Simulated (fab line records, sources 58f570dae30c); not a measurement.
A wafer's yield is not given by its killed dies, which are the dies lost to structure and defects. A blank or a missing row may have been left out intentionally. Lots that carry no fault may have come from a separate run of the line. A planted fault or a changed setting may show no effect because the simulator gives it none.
Which tool did it? ; flow berkeley_cmos170 ; at 1 step of a route of 331, 7 lots with 21 wafers sampled

== WHAT THE GAUGES SHOWED, per wafer ==
UCB170_PWELL_OVL_MEAS_13.
lot;measured;on;PWELL_OVL (nm)
L228;day 3 18:14;overlay-01;-9 -3 -1
L229;day 4 04:33;overlay-01;8 7 0
L231;day 4 15:11;overlay-02;-1 -12 -4
L234;day 5 06:06;overlay-01;-1 0 0
L240;day 6 06:40;overlay-02;-8 -8 -8
L242;day 6 19:38;overlay-01;0 -1 1
L246;day 7 17:14;overlay-01;-3 -11 -6

== EACH LOT AND THE TOOL THAT RAN IT (in order: tool; ch and the chambers of the sampled wafers; start) ==
The record holds no process step before these readings.

== THE ANSWER, worked out from the rows above alone ==
Rule: what is usual is taken from the lots themselves. Put in order of their means at a reading, lots are off if they are a third of the lots or fewer, leave a main group of 4 or more, and stand apart from it by a gap of 3 or more times the standard deviation of the main group's means; of several such gaps the widest counts. If all means in a main group match to the digits the tables above print for the reading, that group is not used. A lot without any number at a reading at which 4 lots or more have one is off too. Where the step has rows for the other lots, those lots are counted as sound.
Across all readings shown, no lot is off: no conclusion can be drawn from this.

== WHAT WAS PUT IN BY THE SIMULATOR ==
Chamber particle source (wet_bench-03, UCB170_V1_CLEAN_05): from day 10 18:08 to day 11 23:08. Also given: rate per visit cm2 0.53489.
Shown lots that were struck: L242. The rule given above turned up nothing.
